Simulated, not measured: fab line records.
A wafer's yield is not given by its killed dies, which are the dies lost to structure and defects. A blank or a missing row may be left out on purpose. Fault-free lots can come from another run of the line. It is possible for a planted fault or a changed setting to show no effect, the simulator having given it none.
fab line records	flow berkeley-cmos170
[record] lots = 5	wafers = 23
route steps=331 shown NSD@190 M1@242 V1@263 M2@272 V2@299 M3@310
start-h: start of the lot's first displayed wafer, in hours after the record's first day	wait-h: hours from the lot's prior step to this one	" repeats the value in the row above	L1.1+2: one row covering several wafers at once	- no value, or no start was given	* or withheld: withheld	< > ~ a bound
route shown NAME@n: names a module that has steps shown in the file, with the first one's number in the route	usual: mean and standard deviation over wafers with no fault	same: alike in all rows	chamber/n: place in a boat	sites: the reading at each site	_std_site: standard deviation across them	_edge_site: outer sites' mean less inner sites'	radius-mm: how far each site lies from the wafer's centre	mask NAME#n: copy n	behind: the tool/chamber that last shaped the wafer	hold: why the lot was held/for how many hours/how that ended	device: the n, p or np transistor that did not switch	end of line: tests run on the same wafers once the route is complete	for a step that has no rows: nothing shown but its recipe	killed: dies lost to structure and defects at the first sort, not the wafer's yield	map: dies across one wafer; x = killed, . = not, _ = none there
set.NAME: the setting that was run; set.NAME@STEP: the one run at that earlier step	model.NAME: the simulator's own value behind a step, which no gauge read
lots where settings were altered on purpose, with a table for each step and a row for each wafer
[[steps]]
[step UCB170_NSD_EXPOSE_03]
[recipe] mask-id = NSELECT_MOD	na = 0.5	sigma-outer = 0.6	source-shape = conventional	target-cd-nm = 1200	dose-mj = 30
lot.wafer	tool	chamber	start-h	wait-h	mask	set.dose-mj
L076.1+2+3+4+5	krf-scanner-02	0	148.90	0.1	NSELECT_MOD#0	30
L077.2+3+4	krf-scanner-02	0	149.65	0.1	NSELECT_MOD#0	31.94
L077.5+6	"	0	"	"	NSELECT_MOD#0	30
L078.2+3	krf-scanner-02	0	160.65	0.1	NSELECT_MOD#0	32.03
L078.4+5+6	"	0	"	"	NSELECT_MOD#0	30
L080.1+2+3+4+6	krf-scanner-01	0	169.04	0.2	NSELECT_MOD#0	30
L081.2+3+6	krf-scanner-02	0	174.14	0.2	NSELECT_MOD#0	30
[step UCB170_NSD_PEB_04]
[recipe] peb-temp-c = 130	peb-time-s = withheld	resist = KrF
[step UCB170_NSD_DEVELOP_05]
[recipe] developer = TMAH	develop-time-s = 45	resist = KrF	dev-temp-c = 21
[step UCB170_NSD_CD_MEAS_06]
[recipe] target-cd-nm = 1200
[usual] cd-nm = 1200.0/1.5
lot.wafer	tool	chamber	start-h	wait-h	set.dose-mj@NSD_EXPOSE_03	cd-nm
L076.1	cd-sem-02	-	149.85	-	30	1200.5
L076.2	"	-	"	"	30	1200.5
L076.3	"	-	"	"	30	1200.4
L076.4	"	-	"	"	30	1200.2
L076.5	"	-	"	"	30	1198.6
L077.2	cd-sem-02	-	150.35	-	31.94	1209.9
L077.3	"	-	"	"	31.94	1209.5
L077.4	"	-	"	"	31.94	1207.6
L077.5	"	-	"	"	30	1198.7
L077.6	"	-	"	"	30	1198.2
L078.2	cd-sem-01	-	161.13	-	32.03	1212.2
L078.3	"	-	"	"	32.03	1213.0
L078.4	"	-	"	"	30	1200.8
L078.5	"	-	"	"	30	1198.8
L078.6	"	-	"	"	30	1200.4
L080.1	cd-sem-02	-	169.72	-	30	1200.4
L080.2	"	-	"	"	30	1200.1
L080.3	"	-	"	"	30	1201.0
L080.4	"	-	"	"	30	1199.2
L080.6	"	-	"	"	30	1200.2
L081.2	cd-sem-02	-	174.53	-	30	1201.1
L081.3	"	-	"	"	30	1201.1
L081.6	"	-	"	"	30	1201.0
[step UCB170_M1_COAT_04]
[recipe] resist = KrF	spin-rpm = 1500	resist-thk-nm = 900
lot.wafer	tool	chamber	start-h	wait-h	set.resist-thk-nm	model.KrF_of_M1_COAT_04.thk-nm
L076.1	litho-track-04	0	-	-	900	900.1
L076.2	"	0	"	"	847.6	848.5
L076.3	"	0	"	"	900	900.9
L076.4	"	0	"	"	847.6	849.2
L076.5	"	0	"	"	847.6	849.8
L077.2	litho-track-02	0	-	-	884.9	882.4
L077.3	"	0	"	"	884.9	879.7
L077.4	"	0	"	"	900	895.1
L077.5	"	0	"	"	884.9	883.3
L077.6	"	0	"	"	900	897.4
L078.2	litho-track-02	0	-	-	900	896.2
L078.3	"	0	"	"	900	896.8
L078.4	"	0	"	"	900	895
L078.5	"	0	"	"	900	899.4
L078.6	"	0	"	"	900	896.9
L080.1	litho-track-01	0	-	-	900	902.3
L080.2	"	0	"	"	900	902.4
L080.3	"	0	"	"	922.2	925.2
L080.4	"	0	"	"	900	903.2
L080.6	"	0	"	"	922.2	923.4
L081.2+3	litho-track-04	0	-	-	900	898.8
L081.6	"	0	"	"	900	897.1
[step UCB170_V1_EXPOSE_09]
[recipe] mask-id = VIA1	target-cd-nm = 700	na = 0.5	sigma-outer = 0.6	source-shape = conventional	dose-mj = 37
lot.wafer	tool	chamber	start-h	wait-h	mask	set.dose-mj
L076.1+3+5	krf-scanner-02	0	164.31	0.1	VIA1#0	37
L076.2+4	"	0	"	"	VIA1#0	38.88
L077.2+3+6	krf-scanner-02	0	169.40	0.3	VIA1#0	37
L077.4+5	"	0	"	"	VIA1#0	38.87
L078.2+3+4+5+6	krf-scanner-02	0	176.58	0.1	VIA1#0	37
L081.2+3+6	krf-scanner-02	0	190.66	0.1	VIA1#0	37
L080.1+2+6	krf-scanner-01	0	191.01	0.2	VIA1#0	35.79
L080.3+4	"	0	"	"	VIA1#0	37
[step UCB170_V1_PEB_10]
[recipe] peb-temp-c = 128.7	peb-time-s = withheld	resist = KrF
[step UCB170_V1_DEVELOP_11]
[recipe] developer = TMAH	develop-time-s = 45	resist = KrF	dev-temp-c = 21
[step UCB170_V1_CD_MEAS_12]
[recipe] target-cd-nm = 700
[usual] cd-nm = 700.1/1.4
lot.wafer	tool	chamber	start-h	wait-h	set.dose-mj@V1_EXPOSE_09	cd-nm
L076.1	cd-sem-01	-	164.70	-	37	699.8
L076.2	"	-	"	"	38.88	708.4
L076.3	"	-	"	"	37	700.3
L076.4	"	-	"	"	38.88	708.4
L076.5	"	-	"	"	37	700.8
L077.2	cd-sem-01	-	170.02	-	37	700.5
L077.3	"	-	"	"	37	702.0
L077.4	"	-	"	"	38.87	710.9
L077.5	"	-	"	"	38.87	709.0
L077.6	"	-	"	"	37	701.0
L078.2	cd-sem-02	-	176.97	-	37	701.1
L078.3	"	-	"	"	37	701.4
L078.4	"	-	"	"	37	701.9
L078.5	"	-	"	"	37	701.6
L078.6	"	-	"	"	37	700.8
L081.2	cd-sem-02	-	191.21	-	37	698.6
L081.3	"	-	"	"	37	699.5
L081.6	"	-	"	"	37	698.8
L080.1	cd-sem-02	-	191.47	-	35.79	693.5
L080.2	"	-	"	"	35.79	692.6
L080.3	"	-	"	"	37	698.5
L080.4	"	-	"	"	37	700.3
L080.6	"	-	"	"	35.79	693.1
[step UCB170_V1_ETCH_14]
[recipe] chemistry = CHF3/CF4/Ar	target = SiO2	stop-on = Al	CHF3_flow_sccm = 45	cf4-flow-sccm = 15	Ar_flow_sccm = 150	pressure-mtorr = 200	rf-w = 700	target-depth-a = 12500	over-etch-frac = 0.25	time-s = 291
lot.wafer	tool	chamber	start-h	wait-h	set.dose-mj@V1_EXPOSE_09	model.V1.cd-nm
L076.1	rie-diel-02	2	164.86	0.0	37	699.9
L076.2	"	0	"	"	38.88	708.1
L076.3	"	3	"	"	37	698.7
L076.4	"	1	"	"	38.88	708.9
L076.5	"	1	"	"	37	700.8
L077.2	rie-diel-01	2	170.15	0.0	37	699.8
L077.3	"	3	"	"	37	701.7
L077.4	"	1	"	"	38.87	710.9
L077.5	"	1	"	"	38.87	709.4
L077.6	"	2	"	"	37	700.5
L078.2	rie-diel-02	1	177.11	0.0	37	702.5
L078.3	"	2	"	"	37	703
L078.4	"	3	"	"	37	701.3
L078.5	"	0	"	"	37	702.6
L078.6	"	3	"	"	37	699.9
L081.2	rie-diel-02	0	191.35	0.0	37	698.4
L081.3	"	1	"	"	37	699.3
L081.6	"	1	"	"	37	698.8
L080.1	rie-diel-03	3	191.62	0.0	35.79	694.3
L080.2	"	1	"	"	35.79	693
L080.3	"	2	"	"	37	699.1
L080.4	"	0	"	"	37	700.6
L080.6	"	3	"	"	35.79	694
[step UCB170_V1_STRIP_15]
[recipe] chemistry = O2	power-w = 400	pressure-mtorr = 3500	platen-temp-c = withheld	o2-flow-sccm = 400	overash-fraction = 0.5
[step UCB170_V1_CD_MEAS_90]
[recipe] target-cd-nm = 700
[usual] cd-nm = 700.0/1.6
lot.wafer	tool	chamber	start-h	wait-h	set.dose-mj@V1_EXPOSE_09	cd-nm
L076.1	cd-sem-01	-	165.13	0.1	37	699.8
L076.2	"	-	"	"	38.88	708.5
L076.3	"	-	"	"	37	698.7
L076.4	"	-	"	"	38.88	708.9
L076.5	"	-	"	"	37	700.8
L077.2	cd-sem-01	-	170.45	0.1	37	700.0
L077.3	"	-	"	"	37	701.9
L077.4	"	-	"	"	38.87	710.8
L077.5	"	-	"	"	38.87	709.3
L077.6	"	-	"	"	37	700.6
L078.2	cd-sem-02	-	177.41	0.1	37	702.6
L078.3	"	-	"	"	37	703.2
L078.4	"	-	"	"	37	701.3
L078.5	"	-	"	"	37	702.4
L078.6	"	-	"	"	37	700.0
L081.2	cd-sem-01	-	191.73	0.1	37	698.4
L081.3	"	-	"	"	37	699.1
L081.6	"	-	"	"	37	699.1
L080.1	cd-sem-01	-	191.90	0.1	35.79	694.4
L080.2	"	-	"	"	35.79	693.0
L080.3	"	-	"	"	37	699.0
L080.4	"	-	"	"	37	700.6
L080.6	"	-	"	"	35.79	693.7
[step UCB170_M2_SPUTTER_01]
[recipe] material = Al	target-thk-nm = 900	time-s = 120	power-w = 6000	chamber-pressure-pa = 0.5
lot.wafer	tool	chamber	start-h	wait-h	set.time-s	model.Al_of_M2_SPUTTER_01.thk-nm
L076.1	pvd-sputter-03	-	165.32	0.0	120	907.6
L076.2	"	-	"	"	120	903.8
L076.3	"	-	"	"	120	910.6
L076.4	"	-	"	"	120	909.5
L076.5	"	-	"	"	120	909.3
L077.2	pvd-sputter-02	-	170.62	0.0	105.4	794.6
L077.3	"	-	"	"	120	907.2
L077.4	"	-	"	"	105.4	797.7
L077.5	"	-	"	"	105.4	797.9
L077.6	"	-	"	"	120	899.7
L078.2	pvd-sputter-01	-	177.57	0.0	120	905.5
L078.3	"	-	"	"	120	909.6
L078.4+5	"	-	"	"	134.6	1019
L078.6	"	-	"	"	134.6	1014
L081.2	pvd-sputter-02	-	191.90	0.0	120	912.3
L081.3	"	-	"	"	120	901.2
L081.6	"	-	"	"	120	907.2
L080.1	pvd-sputter-02	-	192.09	0.0	134.6	1011
L080.2	"	-	"	"	120	901.1
L080.3	"	-	"	"	134.6	1022
L080.4	"	-	"	"	134.6	1013
L080.6	"	-	"	"	120	905.5
[step UCB170_M2_RS_MEAS_02]
[recipe] thk-meas-gauge = four-point-probe	reads = Al_of_M2_SPUTTER_01
[usual] M2_AL_RS = 0.0319/0.0003
lot.wafer	tool	chamber	start-h	wait-h	set.time-s@M2_SPUTTER_01	M2_AL_RS[ohm/sq]
L076.1	film-metro-01	-	165.40	0.0	120	0.0318
L076.2	"	-	"	"	120	0.0321
L076.3	"	-	"	"	120	0.0318
L076.4	"	-	"	"	120	0.0318
L076.5	"	-	"	"	120	0.0318
L077.2	film-metro-04	-	170.72	0.1	105.4	0.0364
L077.3	"	-	"	"	120	0.0319
L077.4	"	-	"	"	105.4	0.0363
L077.5	"	-	"	"	105.4	0.0364
L077.6	"	-	"	"	120	0.0322
L078.2	film-metro-01	-	177.73	0.1	120	0.0320
L078.3	"	-	"	"	120	0.0318
L078.4	"	-	"	"	134.6	0.0284
L078.5	"	-	"	"	134.6	0.0284
L078.6	"	-	"	"	134.6	0.0284
L081.2	film-metro-03	-	192.00	0.1	120	0.0317
L081.3	"	-	"	"	120	0.0321
L081.6	"	-	"	"	120	0.0319
L080.1	film-metro-01	-	192.17	0.0	134.6	0.0285
L080.2	"	-	"	"	120	0.0321
L080.3	"	-	"	"	134.6	0.0283
L080.4	"	-	"	"	134.6	0.0285
L080.6	"	-	"	"	120	0.0320
[step UCB170_M2_THK_MEAS_03]
[recipe] thk-meas-gauge = xrf	reads = Al_of_M2_SPUTTER_01
[usual] M2_AL_THK = 898/8.9
lot.wafer	tool	chamber	start-h	wait-h	set.time-s@M2_SPUTTER_01	M2_AL_THK[nm]
L076.1	film-metro-01	-	165.52	0.1	120	901
L076.2	"	-	"	"	120	899
L076.3	"	-	"	"	120	907
L076.4	"	-	"	"	120	905
L076.5	"	-	"	"	120	903
L077.2	film-metro-04	-	170.83	0.1	105.4	783
L077.3	"	-	"	"	120	902
L077.4	"	-	"	"	105.4	790
L077.5	"	-	"	"	105.4	780
L077.6	"	-	"	"	120	887
L078.2	film-metro-01	-	177.84	0.1	120	901
L078.3	"	-	"	"	120	899
L078.4	"	-	"	"	134.6	1007
L078.5	"	-	"	"	134.6	1008
L078.6	"	-	"	"	134.6	1001
L081.2	film-metro-03	-	192.11	0.1	120	904
L081.3	"	-	"	"	120	892
L081.6	"	-	"	"	120	897
L080.1	film-metro-01	-	192.29	0.1	134.6	1000
L080.2	"	-	"	"	120	898
L080.3	"	-	"	"	134.6	1014
L080.4	"	-	"	"	134.6	1006
L080.6	"	-	"	"	120	899
[step UCB170_V2_COAT_07]
[recipe] resist = KrF	spin-rpm = 1500	resist-thk-nm = 900
lot.wafer	tool	chamber	start-h	wait-h	set.resist-thk-nm	model.KrF_of_V2_COAT_07.thk-nm
L076.1	litho-track-01	0	169.29	0.1	900	901
L076.2	"	0	"	"	900	898.5
L076.3	"	0	"	"	947.2	946
L076.4	"	0	"	"	947.2	945.1
L076.5	"	0	"	"	947.2	944.3
L077.2	litho-track-03	0	174.52	0.1	942.3	942.1
L077.3	"	0	"	"	900	901.5
L077.4	"	0	"	"	900	900.3
L077.5	"	0	"	"	900	899.1
L077.6	"	0	"	"	942.3	941.3
L078.2	litho-track-03	0	181.89	0.1	900	904.9
L078.3	"	0	"	"	900	905.1
L078.4	"	0	"	"	900	902.6
L078.5	"	0	"	"	900	904.5
L078.6	"	0	"	"	900	904.8
L080.1+6	litho-track-01	0	198.06	0.1	900	901.2
L080.2	"	0	"	"	900	901.4
L080.3	"	0	"	"	900	899.7
L080.4	"	0	"	"	900	900.2
L081.2	litho-track-03	0	198.09	0.1	900	900.5
L081.3	"	0	"	"	900	903.2
L081.6	"	0	"	"	900	901.4
[step UCB170_V2_SOFTBAKE_08]
[recipe] resist = KrF	temp-c = 130	time-s = 60
lot.wafer	tool	chamber	start-h	wait-h	set.time-s
L076.1+2+3+4+5	litho-track-01	0	169.44	0.1	60
L077.2+3+4+5+6	litho-track-03	0	174.67	0.1	60
L078.2+4+6	litho-track-03	0	182.04	0.1	60
L078.3+5	"	0	"	"	66.03
L080.1+2+3+4+6	litho-track-01	0	198.21	0.1	60
L081.2+3+6	litho-track-03	0	198.24	0.1	60
[step UCB170_V2_EXPOSE_09]
[recipe] mask-id = VIA2	target-cd-nm = 700	na = 0.5	sigma-outer = 0.6	source-shape = conventional	dose-mj = 37
[step UCB170_V2_PEB_10]
[recipe] peb-temp-c = 130	peb-time-s = withheld	resist = KrF
[step UCB170_V2_ETCH_14]
[recipe] chemistry = CHF3/CF4/Ar	target = SiO2	stop-on = Al	CHF3_flow_sccm = 45	cf4-flow-sccm = 15	Ar_flow_sccm = 150	pressure-mtorr = 200	rf-w = 687.8	target-depth-a = 12500	over-etch-frac = 0.25	time-s = 291
lot.wafer	tool	chamber	start-h	wait-h	set.resist-thk-nm@V2_COAT_07	model.KrF_of_V2_COAT_07.thk-nm
L076.1	rie-diel-04	2	170.35	0.0	900	612.6
L076.2	"	3	"	"	900	617.6
L076.3	"	0	"	"	947.2	658
L076.4	"	1	"	"	947.2	664.8
L076.5	"	3	"	"	947.2	662.8
L077.2	rie-diel-04	2	176.04	0.0	942.3	661.6
L077.3	"	0	"	"	900	619.1
L077.4	"	1	"	"	900	621
L077.5	"	3	"	"	900	625
L077.6	"	0	"	"	942.3	658.3
L078.2	rie-diel-04	3	182.83	0.0	900	624.4
L078.3	"	2	"	"	900	616.8
L078.4	"	1	"	"	900	619.3
L078.5	"	1	"	"	900	623.1
L078.6	"	2	"	"	900	617.1
L081.2	rie-diel-01	2	198.91	0.0	900	616.7
L081.3	"	1	"	"	900	618.4
L081.6	"	3	"	"	900	613.9
L080.1	rie-diel-01	0	199.19	0.0	900	620.3
L080.2	"	1	"	"	900	618.9
L080.3	"	3	"	"	900	612.6
L080.4	"	2	"	"	900	619.6
L080.6	"	0	"	"	900	618.5
[step UCB170_V2_STRIP_15]
[recipe] chemistry = O2	power-w = 400	pressure-mtorr = 3500	platen-temp-c = withheld	o2-flow-sccm = 400	overash-fraction = 0.5
[usual] strip-time-to-endpoint-s = 15.47/0.1
lot.wafer	tool	chamber	start-h	wait-h	set.resist-thk-nm@V2_COAT_07	strip-time-to-endpoint-s
L076.1	plasma-asher-02	1	170.53	0.1	900	15.38
L076.2	"	0	"	"	900	15.50
L076.3	"	1	"	"	947.2	16.39
L076.4	"	0	"	"	947.2	16.55
L076.5	"	1	"	"	947.2	16.48
L077.2	plasma-asher-02	0	176.22	0.1	942.3	16.47
L077.3	"	0	"	"	900	15.52
L077.4	"	1	"	"	900	15.57
L077.5	"	0	"	"	900	15.66
L077.6	"	1	"	"	942.3	16.38
L078.2	plasma-asher-01	0	183.01	0.1	900	15.64
L078.3	"	0	"	"	900	15.46
L078.4	"	1	"	"	900	15.53
L078.5	"	1	"	"	900	15.63
L078.6	"	0	"	"	900	15.47
L081.2	plasma-asher-01	0	199.09	0.1	900	15.48
L081.3	"	1	"	"	900	15.50
L081.6	"	0	"	"	900	15.40
L080.1	plasma-asher-03	0	199.36	0.1	900	15.56
L080.2	"	1	"	"	900	15.52
L080.3	"	1	"	"	900	15.38
L080.4	"	0	"	"	900	15.54
L080.6	"	0	"	"	900	15.51
[step UCB170_M3_SPUTTER_01]
[recipe] material = Al	target-thk-nm = 900	time-s = 120	power-w = 6000	chamber-pressure-pa = 0.5
lot.wafer	tool	chamber	start-h	wait-h	set.power-w	model.Al_of_M3_SPUTTER_01.thk-nm
L076.1	pvd-sputter-01	-	170.81	0.0	6545	963.3
L076.2	"	-	"	"	6000	892.1
L076.3	"	-	"	"	6000	895.4
L076.4	"	-	"	"	6545	969.9
L076.5	"	-	"	"	6545	972
L077.2	pvd-sputter-02	-	176.50	0.0	6000	891.8
L077.3	"	-	"	"	6000	896.5
L077.4	"	-	"	"	6685	987.9
L077.5	"	-	"	"	6000	893
L077.6	"	-	"	"	6685	995.6
L078.2	pvd-sputter-02	-	183.34	0.0	6000	903.6
L078.3	"	-	"	"	6000	891.1
L078.4	"	-	"	"	5288	800.8
L078.5	"	-	"	"	6000	889.7
L078.6	"	-	"	"	5288	800.6
L081.2	pvd-sputter-01	-	199.38	0.0	6000	916.3
L081.3	"	-	"	"	6000	904.5
L081.6	"	-	"	"	6000	903.5
L080.1	pvd-sputter-02	-	199.65	0.0	5299	791.2
L080.2	"	-	"	"	5299	794.6
L080.3	"	-	"	"	6000	891.1
L080.4	"	-	"	"	6000	893.7
L080.6	"	-	"	"	6000	891.4
[step UCB170_M3_RS_MEAS_02]
[recipe] thk-meas-gauge = four-point-probe	reads = Al_of_M3_SPUTTER_01
[usual] M3_AL_RS = 0.0323/0.0003
lot.wafer	tool	chamber	start-h	wait-h	set.power-w@M3_SPUTTER_01	M3_AL_RS[ohm/sq]
L076.1	film-metro-04	-	170.90	0.0	6545	0.0300
L076.2	"	-	"	"	6000	0.0324
L076.3	"	-	"	"	6000	0.0323
L076.4	"	-	"	"	6545	0.0298
L076.5	"	-	"	"	6545	0.0298
L077.2	film-metro-04	-	176.61	0.1	6000	0.0325
L077.3	"	-	"	"	6000	0.0322
L077.4	"	-	"	"	6685	0.0293
L077.5	"	-	"	"	6000	0.0324
L077.6	"	-	"	"	6685	0.0290
L078.2	film-metro-01	-	183.44	0.1	6000	0.0320
L078.3	"	-	"	"	6000	0.0325
L078.4	"	-	"	"	5288	0.0362
L078.5	"	-	"	"	6000	0.0326
L078.6	"	-	"	"	5288	0.0361
L081.2	film-metro-01	-	199.48	0.1	6000	0.0316
L081.3	"	-	"	"	6000	0.0320
L081.6	"	-	"	"	6000	0.0321
L080.1	film-metro-02	-	199.73	0.0	5299	0.0367
L080.2	"	-	"	"	5299	0.0365
L080.3	"	-	"	"	6000	0.0325
L080.4	"	-	"	"	6000	0.0324
L080.6	"	-	"	"	6000	0.0325
[step UCB170_M3_THK_MEAS_03]
[recipe] thk-meas-gauge = xrf	reads = Al_of_M3_SPUTTER_01
[usual] M3_AL_THK = 887/9.2
lot.wafer	tool	chamber	start-h	wait-h	set.power-w@M3_SPUTTER_01	M3_AL_THK[nm]
L076.1	film-metro-04	-	171.02	0.1	6545	951
L076.2	"	-	"	"	6000	882
L076.3	"	-	"	"	6000	882
L076.4	"	-	"	"	6545	954
L076.5	"	-	"	"	6545	959
L077.2	film-metro-04	-	176.72	0.1	6000	881
L077.3	"	-	"	"	6000	883
L077.4	"	-	"	"	6685	975
L077.5	"	-	"	"	6000	883
L077.6	"	-	"	"	6685	985
L078.2	film-metro-01	-	183.55	0.1	6000	897
L078.3	"	-	"	"	6000	883
L078.4	"	-	"	"	5288	798
L078.5	"	-	"	"	6000	880
L078.6	"	-	"	"	5288	790
L081.2	film-metro-01	-	199.59	0.1	6000	911
L081.3	"	-	"	"	6000	898
L081.6	"	-	"	"	6000	898
L080.1	film-metro-02	-	199.85	0.1	5299	787
L080.2	"	-	"	"	5299	787
L080.3	"	-	"	"	6000	883
L080.4	"	-	"	"	6000	884
L080.6	"	-	"	"	6000	882
[[key]]
[split] step = UCB170_NSD_EXPOSE_03	setting = dose-mj	stated = 30	by = wafer
[response] step = UCB170_NSD_CD_MEAS_06	reading = cd-nm	change = +1.75	per = 1%	r = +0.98
[split] step = UCB170_M1_COAT_04	setting = resist-thk-nm	stated = 900	by = wafer
[response] step = UCB170_M1_COAT_04	reading = model.KrF_of_M1_COAT_04.thk-nm	change = +8.8	per = 1%	r = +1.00
[split] step = UCB170_V1_EXPOSE_09	setting = dose-mj	stated = 37	by = wafer
[response] step = UCB170_V1_CD_MEAS_12	reading = cd-nm	change = +1.71	per = 1%	r = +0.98
[response] step = UCB170_V1_ETCH_14	reading = model.V1.cd-nm	change = +1.81	per = 1%	r = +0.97
[response] step = UCB170_V1_CD_MEAS_90	reading = cd-nm	change = +1.8	per = 1%	r = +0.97
[split] step = UCB170_M2_SPUTTER_01	setting = time-s	stated = 120	by = wafer
[response] step = UCB170_M2_SPUTTER_01	reading = model.Al_of_M2_SPUTTER_01.thk-nm	change = +9	per = 1%	r = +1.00
[response] step = UCB170_M2_RS_MEAS_02	reading = M2_AL_RS	change = -0.000314	per = 1%	r = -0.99
[response] step = UCB170_M2_THK_MEAS_03	reading = M2_AL_THK	change = +8.87	per = 1%	r = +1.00
[split] step = UCB170_V2_COAT_07	setting = resist-thk-nm	stated = 900	by = wafer
[response] step = UCB170_V2_COAT_07	reading = model.KrF_of_V2_COAT_07.thk-nm	change = +8.72	per = 1%	r = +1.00
[response] step = UCB170_V2_ETCH_14	reading = model.KrF_of_V2_COAT_07.thk-nm	change = +8.56	per = 1%	r = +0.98
[response] step = UCB170_V2_STRIP_15	reading = strip-time-to-endpoint-s	change = *	per = 1%	r = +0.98
[split] step = UCB170_V2_SOFTBAKE_08	setting = time-s	stated = 60	by = wafer
response none clear
[split] step = UCB170_M3_SPUTTER_01	setting = power-w	stated = 6000	by = wafer
[response] step = UCB170_M3_SPUTTER_01	reading = model.Al_of_M3_SPUTTER_01.thk-nm	change = +8.31	per = 1%	r = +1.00
[response] step = UCB170_M3_RS_MEAS_02	reading = M3_AL_RS	change = -0.000311	per = 1%	r = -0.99
[response] step = UCB170_M3_THK_MEAS_03	reading = M3_AL_THK	change = +8.16	per = 1%	r = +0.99
